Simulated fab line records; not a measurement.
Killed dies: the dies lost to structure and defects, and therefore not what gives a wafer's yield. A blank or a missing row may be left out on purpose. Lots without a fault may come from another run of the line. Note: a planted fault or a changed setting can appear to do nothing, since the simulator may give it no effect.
Chamber matching -- flow berkeley-cmos170 -- UCB170_GATE_ETCH_15 on rie-si-02 has 4 sister chambers
The step etches poly-Si in HBr/Cl2, stops on SiO2, time 56.3 s, target depth 278.2 nm. 7 wafers are shown with their chamber, then 7 later ones without.

## WAFERS WITH THEIR CHAMBER
wafer,chamber,throttle-valve-pct (%),oes-product-au (a.u.)
L735.2,2,25.95,0.857
L735.6,0,26.56,0.818
L742.2,1,26.52,0.832
L742.3,3,26.82,0.817
L742.5,3,26.83,0.829
L739.1,0,26.57,0.828
L739.2,1,26.53,0.826

## WAFERS WHOSE CHAMBER IS MISSING
wafer,throttle-valve-pct (%),oes-product-au (a.u.)
L739.6,26.55,0.824
L745.1,25.93,0.849
L745.2,26.57,0.816
L745.4,26.54,0.799
L754.1,26.56,0.820
L754.2,26.52,0.824
L754.4,26.82,0.809

## WHICH CHAMBER EACH ONE RAN IN
wafer,from the rows above,in truth
L739.6,can't be placed: 0 or 1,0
L745.1,2,2
L745.2,0,0
L745.4,can't be placed: 1 or 0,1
L754.1,0,0
L754.2,1,1
L754.4,3,3
Correct placement for 5 of the 7. Cannot be placed on the basis of these rows: 2; the candidates contain the true chamber in 2. 0 placed wrongly.
How it was worked out, from the rows above alone: a wafer's distance from a chamber is the root of the sum, over the readings, of the square of ((its reading less the chamber's mean) divided by the reading's scatter). The wafer belongs to the nearest chamber; if the next one is less than 2 further off, it can't be placed. A chamber's mean is the mean of its shown wafers. How the scatter is found: for the shown wafers, subtract from each reading the mean of its chamber, square and add these, divide the total by (wafers less chambers), then take the root.
